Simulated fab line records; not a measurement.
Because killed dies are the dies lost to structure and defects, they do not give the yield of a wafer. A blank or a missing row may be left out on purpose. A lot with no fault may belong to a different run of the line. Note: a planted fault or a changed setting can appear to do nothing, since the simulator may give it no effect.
One fault seen from 2 desks ; flow berkeleyCmos170 ; what lay behind the numbers comes last; until then each desk has only its own

== AT THE METROLOGY DESK ==
What the gauges read for every lot (on any tool): the sampled wafers with a number, averaged. Marked OUT: a lot whose mean sits more than 4 standard deviations from the usual mean, which makes it out of limits; the brackets give that distance.
Columns: A = START_OXIDE_THK at UCB170_START_THK_MEAS_03, usual 20.2 nm; B = PWELL_OXIDE_THK at UCB170_PWELL_THK_MEAS_03, usual 26.5 nm; C = M1_AL_RS at UCB170_M1_RS_MEAS_01, usual 0.0483 ohm/sq; D = M1_AL_THK at UCB170_M1_THK_MEAS_02, usual 604 nm
lot;first seen here;A;B;C;D
L919;day 1 15:32;20.2;26.8;0.0484;602
L920;day 1 21:22;20.2;26.6;0.0476;615
L924;day 2 16:13;20.6;26.5;0.0492;592
L925;day 2 20:35;20.3;27.7;0.0487;599
L928;day 3 12:58;20.0;26.4;0.0494;593
L929;day 3 17:42;20.5;27.0;0.0482;605
L931;day 3 23:55;19.9;26.3;0.0479;607
L934;day 4 19:52;20.5;26.2;0.0479;610
L935;day 4 19:52;20.6;27.1;0.0482;607
L937;day 5 10:11;20.0;26.5;0.0483;607
L940;day 6 01:02;19.9;25.8;0.0476;611
L941;day 6 05:02;19.4;26.4;0.0478;608
L942;day 6 12:12;20.0;26.7;0.0480;610
This desk found nothing out of limits on any of the 13 lots.

== DESK OF THE TOOL OWNER: pvdSputter-02 ==
The tool's own readings at UCB170_M1_SPUTTER_00 (material Al, target thk 600 nm, time 80 s): means of the sampled wafers that have a number, for each lot that ran on this tool. Marked OUT: a lot whose mean sits more than 4 standard deviations from the usual mean, which makes it out of limits; the brackets give that distance.
Columns: A = cathodeDcPowerW at UCB170_M1_SPUTTER_00, usual 6000.0 W; B = throttleValvePct at UCB170_M1_SPUTTER_00, usual 30.4 %
lot;first seen here;A;B
L925;day 9 06:06;6000.3;30.7
L924;day 9 08:46;6000.2;30.7
L928;day 9 20:00;5999.8;31.7
L937;day 11 13:28;6169.0 (+99 or more) OUT;30.5
Finding of this desk: L937 out of limits; the first was L937 at day 11 13:28, on cathodeDcPowerW at UCB170_M1_SPUTTER_00. Within limits: L925, L924, L928.

== ALL TOGETHER ==
On L937, at day 11 13:28, an alarm was possible from the tool owner's desk.
At the metrology desk, nothing out of limits was observed.
The metrology desk holds a record of L937, inside its limits.
On pvdSputter-02, each named lot ran UCB170_M1_SPUTTER_00.

== WHAT THE SIMULATOR HAD INSERTED ==
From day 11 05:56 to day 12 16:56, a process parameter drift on pvdSputter-02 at UCB170_M1_SPUTTER_00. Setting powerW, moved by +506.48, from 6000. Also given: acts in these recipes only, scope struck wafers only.
Struck lots among those shown: L937.
Hours from the fault's start to each desk's first reading out of limits: the tool owner's desk, 8.
